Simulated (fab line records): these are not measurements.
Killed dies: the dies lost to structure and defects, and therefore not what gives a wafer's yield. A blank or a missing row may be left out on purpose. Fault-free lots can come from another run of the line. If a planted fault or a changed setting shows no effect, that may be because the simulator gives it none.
fab line records -- flow rit-cmos
[record] lots = 6, wafers = 18, last-day = 19
route steps=202 shown NWELL@35 PWELL@39 WELLDRIVE@50 NRETRO@53 M1@202
lots that met no fault: from a run of the same line without faults
start-h: hours from the record's first day to the start of the lot's first wafer shown -- wait-h: hours since the lot's step before -- " unchanged from the row above -- L1.1+2: one row covering several wafers at once -- - no value present, or no start provided -- * or withheld: withheld -- < > ~ a bound
route shown NAME@n: a module of which the file shows steps, and the number in the route of the first -- usual: mean/standard deviation of fault-free wafers -- same: alike in all rows -- chamber/n: place in a boat -- sites: each site's reading -- _std_site: standard deviation of those values -- _edge_site: inner sites' mean taken away from outer sites' mean -- radius-mm: how far each site lies from the wafer's centre -- mask NAME#n: copy n -- behind: the tool/chamber that last shaped the wafer -- hold: what put the lot on hold/how long, in hours/how the hold closed -- device: whichever transistor did not switch (one of n, p or np) -- end of line: the tests these same wafers got at the end of their route -- step lacking rows: just its recipe -- killed: the dies lost at the first sort to structure and to defects; this is not the yield of the wafer -- map: dies across one wafer; x = killed, . = not, _ = none there
set.NAME: the setting the step ran with; set.NAME@STEP: the setting that earlier step ran with -- model.NAME: the simulator's own value behind a step, which no gauge read
lots at some steps of the route; a table a step, a row a wafer
services: the hour from which a tool's chamber was out of use, counted from the record's first day as start-h (under 0 if before that day), plus the number of hours and why
[[steps]]
[step RIT_NWELL_HARDBAKE_07]
[recipe] resist = NOVOLAK, temp-c = 140, time-s = 120
[step RIT_NWELL_IMPLANT_08]
[recipe] species = P, energy-kev = 170, dose-cm2 = 5e+13, tilt-deg = 7
[step RIT_NWELL_STRIP_09]
[recipe] chemistry = O2, time-s = 180, resist = NOVOLAK, platen-temp-c = withheld, power-w = 500, pressure-mtorr = 4000, o2-flow-sccm = 4000
[usual] drypump-motor-current-A = 5.97/0.28
lot.wafer,tool,chamber,start-h,wait-h,drypump-motor-current-A,rf-hours-counter-h
L925.3,plasma-asher-04,0,51.40,0.1,6.02,-
L925.5,plasma-asher-04,0,51.40,0.1,5.98,-
L925.6,plasma-asher-04,1,51.40,0.1,6.20,-
L929.1,plasma-asher-04,0,77.27,0.1,6.04,28
L929.2,plasma-asher-04,1,77.27,0.1,6.24,28
L929.6,plasma-asher-04,0,77.27,0.1,6.01,-
L930.1,plasma-asher-02,1,79.53,0.1,5.84,38
L930.2,plasma-asher-02,0,79.53,0.1,5.64,38
L930.6,plasma-asher-02,1,79.53,0.1,5.86,-
L932.2,plasma-asher-01,0,91.54,0.1,5.63,48
L932.3,plasma-asher-01,1,91.54,0.1,6.37,-
L932.5,plasma-asher-01,0,91.54,0.1,5.65,-
L940.1,plasma-asher-01,1,128.53,0.1,6.37,1
L940.4,plasma-asher-01,0,128.53,0.1,5.62,-
L940.5,plasma-asher-01,1,128.53,0.1,6.41,-
L941.1,plasma-asher-04,0,133.39,0.1,6.03,35
L941.3,plasma-asher-04,1,133.39,0.1,6.18,-
L941.6,plasma-asher-04,0,133.39,0.1,6.02,-
[step RIT_NWELL_TW_MEAS_10]
[usual] NWELL_TW = 2149/18
lot.wafer,tool,chamber,start-h,wait-h,NWELL_TW
L925.3,film-metro-01,-,51.54,0.1,2133
L925.5,film-metro-01,-,51.54,0.1,2128
L925.6,film-metro-01,-,51.54,0.1,2142
L929.1,film-metro-04,-,77.44,0.1,2145
L929.2,film-metro-04,-,77.44,0.1,2141
L929.6,film-metro-04,-,77.44,0.1,2146
L930.1,film-metro-04,-,79.71,0.1,2141
L930.2,film-metro-04,-,79.71,0.1,2134
L930.6,film-metro-04,-,79.71,0.1,2148
L932.2,film-metro-04,-,91.73,0.1,2144
L932.3,film-metro-04,-,91.73,0.1,2144
L932.5,film-metro-04,-,91.73,0.1,2137
L940.1,film-metro-04,-,128.70,0.1,2127
L940.4,film-metro-04,-,128.70,0.1,2116
L940.5,film-metro-04,-,128.70,0.1,2144
L941.1,film-metro-02,-,133.57,0.1,2180
L941.3,film-metro-02,-,133.57,0.1,2168
L941.6,film-metro-02,-,133.57,0.1,2173
[step RIT_PWELL_HMDS_00]
[recipe] prime-time-s = 60, prime-temp-c = 140
[step RIT_PWELL_COAT_01]
[recipe] resist = NOVOLAK, spin-rpm = 2000, resist-thk-nm = 1300
[step RIT_PWELL_SOFTBAKE_02]
[recipe] resist = NOVOLAK, temp-c = 90, time-s = 60
[step RIT_PWELL_EXPOSE_03]
[recipe] mask-id = M3, na = 0.57, target-cd-nm = 43700, dose-mj = 250
[step RIT_PWELL_PEB_04]
[recipe] resist = NOVOLAK, temp-c = withheld, time-s = withheld
[step RIT_PWELL_DEVELOP_05]
[recipe] resist = NOVOLAK, develop-time-s = 68, dev-temp-c = 23
[step RIT_PWELL_OVL_MEAS_06]
[usual] PWELL_OVL = 0.4/1.2
lot.wafer,tool,chamber,start-h,wait-h,PWELL_OVL[nm]
L925.3,overlay-01,-,52.47,-,1.0
L925.5,overlay-01,-,52.47,-,2.1
L925.6,overlay-01,-,52.47,-,0.9
L929.1,overlay-01,-,78.50,-,-0.5
L929.2,overlay-01,-,78.50,-,1.4
L929.6,overlay-01,-,78.50,-,0.9
L930.1,overlay-01,-,80.77,-,2.3
L930.2,overlay-01,-,80.77,-,0.9
L930.6,overlay-01,-,80.77,-,1.9
L932.2,overlay-01,-,92.67,-,1.4
L932.3,overlay-01,-,92.67,-,0.8
L932.5,overlay-01,-,92.67,-,-1.0
L940.1,overlay-01,-,129.77,-,-0.7
L940.4,overlay-01,-,129.77,-,1.1
L940.5,overlay-01,-,129.77,-,-1.6
L941.1,overlay-02,-,134.63,-,-0.4
L941.3,overlay-02,-,134.63,-,-0.3
L941.6,overlay-02,-,134.63,-,-0.1
[step RIT_PWELL_HARDBAKE_07]
[recipe] resist = NOVOLAK, temp-c = 140, time-s = 120
[step RIT_PWELL_IMPLANT_08]
[recipe] species = B, energy-kev = 170, dose-cm2 = 7e+13, tilt-deg = 7
[usual] dose-ions-cm2 = 7.002e+13/7.8e+10, faraday-current-uA = 223/4.8
lot.wafer,tool,chamber,start-h,wait-h,dose-ions-cm2,faraday-current-uA
L925.3,implanter-03,0,52.79,0.2,6.995e+13,215
L925.5,implanter-03,0,52.79,0.2,6.993e+13,230
L925.6,implanter-03,0,52.79,0.2,6.984e+13,216
L929.1,implanter-01,0,78.79,0.2,7.01e+13,216
L929.2,implanter-01,0,78.79,0.2,6.996e+13,226
L929.6,implanter-01,0,78.79,0.2,7.006e+13,217
L930.1,implanter-01,0,81.06,0.2,1.3393e+14,426
L930.2,implanter-01,0,81.06,0.2,1.3388e+14,430
L930.6,implanter-01,0,81.06,0.2,1.338e+14,445
L932.2,implanter-01,0,92.97,0.2,1.3394e+14,415
L932.3,implanter-01,0,92.97,0.2,1.3394e+14,424
L932.5,implanter-01,0,92.97,0.2,1.3405e+14,421
L940.1,implanter-03,0,130.06,0.2,7.009e+13,223
L940.4,implanter-03,0,130.06,0.2,7.01e+13,220
L940.5,implanter-03,0,130.06,0.2,6.995e+13,213
L941.1,implanter-02,0,134.92,0.2,7.005e+13,218
L941.3,implanter-02,0,134.92,0.2,7.011e+13,224
L941.6,implanter-02,0,134.92,0.2,6.99e+13,214
[step RIT_PWELL_STRIP_09]
[recipe] chemistry = O2, time-s = 180, resist = NOVOLAK, platen-temp-c = withheld, power-w = 500, pressure-mtorr = 4000, o2-flow-sccm = 4000
[usual] drypump-motor-current-A = 6.1/0.4
lot.wafer,tool,chamber,start-h,wait-h,drypump-motor-current-A,rf-hours-counter-h
L925.3,plasma-asher-01,0,52.95,0.1,5.6,-
L925.5,plasma-asher-01,0,52.95,0.1,5.7,-
L925.6,plasma-asher-01,1,52.95,0.1,6.4,-
L929.1,plasma-asher-01,1,78.94,0.1,6.4,46
L929.2,plasma-asher-01,0,78.94,0.1,5.6,46
L929.6,plasma-asher-01,1,78.94,0.1,6.4,-
L930.1,plasma-asher-02,0,81.21,0.1,5.7,38
L930.2,plasma-asher-02,1,81.21,0.1,5.9,38
L930.6,plasma-asher-02,0,81.21,0.1,5.6,-
L932.2,plasma-asher-03,0,93.10,0.1,6.8,46
L932.3,plasma-asher-03,1,93.10,0.1,6.3,-
L932.5,plasma-asher-03,1,93.10,0.1,6.3,-
L940.1,plasma-asher-01,0,130.21,0.1,5.6,1
L940.4,plasma-asher-01,0,130.21,0.1,5.6,-
L940.5,plasma-asher-01,0,130.21,0.1,5.6,-
L941.1,plasma-asher-01,0,135.07,0.1,5.6,2
L941.3,plasma-asher-01,0,135.07,0.1,5.6,-
L941.6,plasma-asher-01,0,135.07,0.1,5.7,-
[step RIT_PWELL_TW_MEAS_10]
[usual] PWELL_TW = 958/8.8
lot.wafer,tool,chamber,start-h,wait-h,PWELL_TW
L925.3,film-metro-01,-,53.09,0.1,951
L925.5,film-metro-01,-,53.09,0.1,948
L925.6,film-metro-01,-,53.09,0.1,948
L929.1,film-metro-04,-,79.11,0.1,950
L929.2,film-metro-04,-,79.11,0.1,948
L929.6,film-metro-04,-,79.11,0.1,951
L930.1,film-metro-02,-,81.38,0.1,1189
L930.2,film-metro-02,-,81.38,0.1,1189
L930.6,film-metro-02,-,81.38,0.1,1187
L932.2,film-metro-02,-,93.28,0.1,1180
L932.3,film-metro-02,-,93.28,0.1,1184
L932.5,film-metro-02,-,93.28,0.1,1186
L940.1,film-metro-02,-,130.38,0.1,961
L940.4,film-metro-02,-,130.38,0.1,961
L940.5,film-metro-02,-,130.38,0.1,960
L941.1,film-metro-04,-,135.24,0.1,941
L941.3,film-metro-04,-,135.24,0.1,950
L941.6,film-metro-04,-,135.24,0.1,948
[step RIT_WELLDRIVE_ANNEAL_00]
[recipe] temp-c = 1100, time-s = 14700, ambient = N2
[step RIT_WELLDRIVE_RS_MEAS_01]
[recipe] thk-meas-gauge = four-point-probe
[usual] NWELL_RS = 275.3/0.69
lot.wafer,tool,chamber,start-h,wait-h,NWELL_RS[ohm/sq]
L925.3,film-metro-02,-,62.46,0.0,274.9
L925.5,film-metro-02,-,62.46,0.0,274.6
L925.6,film-metro-02,-,62.46,0.0,275.6
L929.1,film-metro-02,-,84.35,0.0,275.4
L929.2,film-metro-02,-,84.35,0.0,274.6
L929.6,film-metro-02,-,84.35,0.0,274.6
L930.1,film-metro-04,-,87.14,0.0,274.7
L930.2,film-metro-04,-,87.14,0.0,275.0
L930.6,film-metro-04,-,87.14,0.0,274.5
L932.2,film-metro-04,-,98.43,0.0,275.3
L932.3,film-metro-04,-,98.43,0.0,275.4
L932.5,film-metro-04,-,98.43,0.0,275.6
L940.1,film-metro-01,-,136.32,0.0,274.8
L940.4,film-metro-01,-,136.32,0.0,275.1
L940.5,film-metro-01,-,136.32,0.0,274.4
L941.1,film-metro-02,-,142.14,0.0,275.3
L941.3,film-metro-02,-,142.14,0.0,275.0
L941.6,film-metro-02,-,142.14,0.0,275.3
[step RIT_WELLDRIVE_RS_MEAS_02]
[recipe] thk-meas-gauge = four-point-probe
[usual] PWELL_RS = 429.1/1.2
lot.wafer,tool,chamber,start-h,wait-h,PWELL_RS[ohm/sq]
L925.3,film-metro-02,-,62.58,0.1,427.6
L925.5,film-metro-02,-,62.58,0.1,429.2
L925.6,film-metro-02,-,62.58,0.1,429.0
L929.1,film-metro-02,-,84.47,0.1,429.4
L929.2,film-metro-02,-,84.47,0.1,431.6
L929.6,film-metro-02,-,84.47,0.1,431.1
L930.1,film-metro-04,-,87.26,0.1,288.6
L930.2,film-metro-04,-,87.26,0.1,288.7
L930.6,film-metro-04,-,87.26,0.1,289.2
L932.2,film-metro-04,-,98.55,0.1,288.2
L932.3,film-metro-04,-,98.55,0.1,288.8
L932.5,film-metro-04,-,98.55,0.1,288.7
L940.1,film-metro-01,-,136.44,0.1,429.5
L940.4,film-metro-01,-,136.44,0.1,428.0
L940.5,film-metro-01,-,136.44,0.1,429.3
L941.1,film-metro-02,-,417.05,274.9,428.3
L941.3,film-metro-02,-,417.05,274.9,428.4
L941.6,film-metro-02,-,417.05,274.9,429.0
[step RIT_NRETRO_HMDS_00]
[recipe] prime-time-s = 60, prime-temp-c = 140
[step RIT_M1_PROBE_99]
[usual] killed-at-contacts = 0.1/0.27, killed-at-front-end = 6/3, killed-dies = 7/3, killed-open = 3.1/2, killed-short = 3.4/2
[same] gross-dies = 264, killed_at_M0_to_M3 = 0, killed_at_M4_up = 0, killed-at-back-side = 0, killed-at-other = 0
lot.wafer,tool,chamber,start-h,wait-h,killed-at-contacts,killed-at-front-end,killed-dies,killed-open,killed-short,model.etest.nmos_0p3.r-on-ohm-um,model.etest.nmos_0p15.r-on-ohm-um,model.etest.nmos_0p15.drive-ua-um,model.etest.pwell-pinched.rs-ohm-sq,model.etest.nmos-turned.drive-ua-um,model.etest.pwell.rs-ohm-sq,model.etest.nmos-narrow.drive-ua-um,model.etest.nmos_0p3.drive-ua-um
L925.3,prober-01,-,93.40,0.2,0,3,3,1,2,2125,1114,463.3,456.4,320.5,414.6,233.3,230.3
L925.5,prober-01,-,93.50,0.2,1,7,8,4,4,2084,1100,477.2,462.6,330.4,415.5,238.2,235.6
L925.6,prober-01,-,93.55,0.2,0,8,8,4,4,2174,1167,466.2,472.2,326.1,422,232.6,229.4
L929.1,prober-01,-,120.47,0.1,0,6,6,2,4,2140,1113,480,457.3,330.7,421.1,231.5,229.5
L929.2,prober-01,-,120.52,0.1,0,8,8,2,6,2104,1078,499.7,461,342,427.4,238.6,237
L929.6,prober-01,-,120.72,0.2,0,8,8,3,5,2096,1100,477.8,456.3,331.4,419.7,239.3,233.3
L930.1,prober-02,-,120.47,0.1,0,8,8,5,3,2798,1327,327.3,296,183.1,275.8,137.7,137.1
L930.2,prober-02,-,120.52,0.1,0,4,4,3,1,2769,1280,347.9,298.6,188,276,140.8,141.7
L930.6,prober-02,-,120.72,0.2,0,7,7,1,6,2771,1298,340.1,294.9,185.2,272.9,138.6,138.8
L932.2,prober-02,-,133.77,0.1,0,7,7,4,3,2928,1459,302.7,303,171.5,276.3,132.3,133.4
L932.3,prober-02,-,133.82,0.2,0,7,7,4,3,2819,1387,330,300.8,181.3,277.1,143,142.1
L932.5,prober-02,-,133.92,0.2,1,11,12,5,7,2866,1412,312.6,297.9,179.5,272.8,133.6,134.6
L940.1,prober-02,-,168.21,0.1,0,4,4,0,4,2194,1149,460.1,443.4,313.8,407.4,215.6,221.3
L940.4,prober-02,-,168.36,0.2,0,3,3,2,1,2227,1177,447.9,461.2,305.6,416.6,213.4,217.3
L940.5,prober-02,-,168.41,0.2,0,4,4,3,1,2172,1146,452.4,445.1,302.2,407.8,217.9,221.6
L941.1,prober-01,-,450.00,0.1,0,7,7,3,4,2122,1104,478,449,345.1,406,232.9,228.4
L941.3,prober-01,-,450.10,0.2,0,5,5,1,4,2081,1071,473.5,447.1,342.9,404.9,228.6,228
L941.6,prober-01,-,450.25,0.2,0,13,13,9,4,2101,1079,489.1,445.9,351.1,405.7,232,229.3
// killed by level:class
L925.3 GATE:geometric-particle:short=1 SPACER:geometric-particle:short=1 SPACER:geometric-particle:open=1
L925.5 SPACER:geometric-particle:short=3 SPACER:geometric-particle:open=2 FOX1:geometric-particle:short=1 REOX:geometric-particle:open=1 CONTACT:geometric-particle:open=1
L925.6 SPACER:geometric-particle:short=4 SPACER:geometric-particle:open=3 GATE:geometric-particle:open=1
L929.1 FOX2:geometric-particle:short=2 GATE:geometric-particle:open=2 GATE:geometric-particle:short=1 SPACER:geometric-particle:short=1
L930.1 GATE:geometric-particle:open=3 FOX2:geometric-particle:short=2 FOX1:geometric-particle:open=1 FOX1:geometric-particle:short=1 SPACER:geometric-particle:open=1
L929.2 GATE:geometric-particle:short=3 FOX1:geometric-particle:short=1 FOX1:geometric-particle:open=1 GATE:geometric-particle:open=1 SPACER:geometric-particle:short=1 SILICIDE:geometric-particle:short=1
L930.2 FOX1:geometric-particle:open=1 GATE:geometric-particle:short=1 GATE:geometric-particle:open=1 REOX:geometric-particle:open=1
L929.6 GATE:geometric-particle:short=3 GATE:geometric-particle:open=3 FOX1:geometric-particle:short=1 SILICIDE:geometric-particle:short=1
L930.6 FOX1:geometric-particle:short=2 GATE:geometric-particle:short=2 GATE:geometric-particle:open=1 REOX:geometric-particle:short=1 SILICIDE:geometric-particle:short=1
L932.2 GATE:geometric-particle:open=2 FOX2:geometric-particle:short=1 FOX2:geometric-particle:open=1 GATE:geometric-particle:short=1 REOX:geometric-particle:open=1 REOX:geometric-particle:short=1
L932.3 REOX:geometric-particle:open=2 FOX1:geometric-particle:short=1 FOX2:geometric-particle:short=1 REOX:geometric-particle:short=1 SPACER:geometric-particle:open=1 SILICIDE:geometric-particle:open=1
L932.5 GATE:geometric-particle:open=3 REOX:geometric-particle:short=3 REOX:geometric-particle:open=2 FOX2:geometric-particle:short=1 GATE:geometric-particle:short=1 SPACER:geometric-particle:short=1 CONTACT:geometric-particle:short=1
L940.1 REOX:geometric-particle:short=2 SPACER:geometric-particle:short=1 SILICIDE:geometric-particle:short=1
L940.4 FOX1:geometric-particle:open=1 FOX2:geometric-particle:open=1 SPACER:geometric-particle:short=1
L940.5 FOX2:geometric-particle:open=2 GATE:geometric-particle:short=1 REOX:geometric-particle:open=1
L941.1 GATE:geometric-particle:open=3 GATE:geometric-particle:short=2 REOX:geometric-particle:short=1 SPACER:geometric-particle:short=1
L941.3 FOX1:geometric-particle:short=1 FOX1:geometric-particle:open=1 FOX2:geometric-particle:short=1 GATE:geometric-particle:short=1 SILICIDE:geometric-particle:short=1
L941.6 GATE:geometric-particle:open=6 FOX1:geometric-particle:open=3 FOX1:geometric-particle:short=2 FOX2:geometric-particle:short=1 SPACER:geometric-particle:short=1
[[services]]
tool,chamber,start-h,hours,kind
implanter-01,-,30.53,3.9,pm
implanter-02,-,34.70,0.8,repair
plasma-asher-03,-,56.59,2.4,repair
implanter-01,-,97.06,5.9,repair
implanter-03,-,99.37,18.6,repair
implanter-02,-,101.02,1.8,repair
plasma-asher-02,-,105.02,4.3,repair
plasma-asher-01,-,108.75,9.0,pm
plasma-asher-01,0,108.75,9.0,vent-cycle
plasma-asher-01,1,108.75,9.0,vent-cycle
plasma-asher-01,0,117.75,-,clean
plasma-asher-01,1,117.75,-,clean
[[key]]
[first-sign] step = RIT_PWELL_IMPLANT_08, reading = dose-ions-cm2, direction = up, sigmas = 99+, usual = 7.002e+13, struck = 1.3392e+14
[effect] step = RIT_PWELL_IMPLANT_08, reading = faraday-current-uA, direction = up, sigmas = 42, usual = 223, struck = 427
[effect] step = RIT_PWELL_TW_MEAS_10, reading = PWELL_TW, direction = up, sigmas = 26, usual = 958, struck = 1186
[effect] step = RIT_WELLDRIVE_RS_MEAS_02, reading = PWELL_RS, direction = down, sigmas = 99+, usual = 429.1, struck = 288.7
[model-effect] step = RIT_M1_PROBE_99, value = etest.nmos_0p3.r-on-ohm-um, without = 2110, struck = 2825
met-at RIT_PWELL_IMPLANT_08
struck-wafers L930.1,L930.2,L930.6,L932.2,L932.3,L932.5
tester-left-out L930,L932
onset-between 78.79 81.06
[fault] kind = process-parameter-drift, tool = implanter-01, chamber = -, onset-h = 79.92, steps = RIT_PWELL_IMPLANT_08, channel = dose-cm2, offset = 6.3909e+13, shape = step, end-h = 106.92, acts-in = these-recipes-only, stated = 7e+13
// tester-left-out: of these lots the tester's yield and bins aren't shown, on N5 and GAA mostly nor the transistor test; their killed dies are dies lost to structure and defects alone, not to doping, threshold or leakage, so they don't give the yield
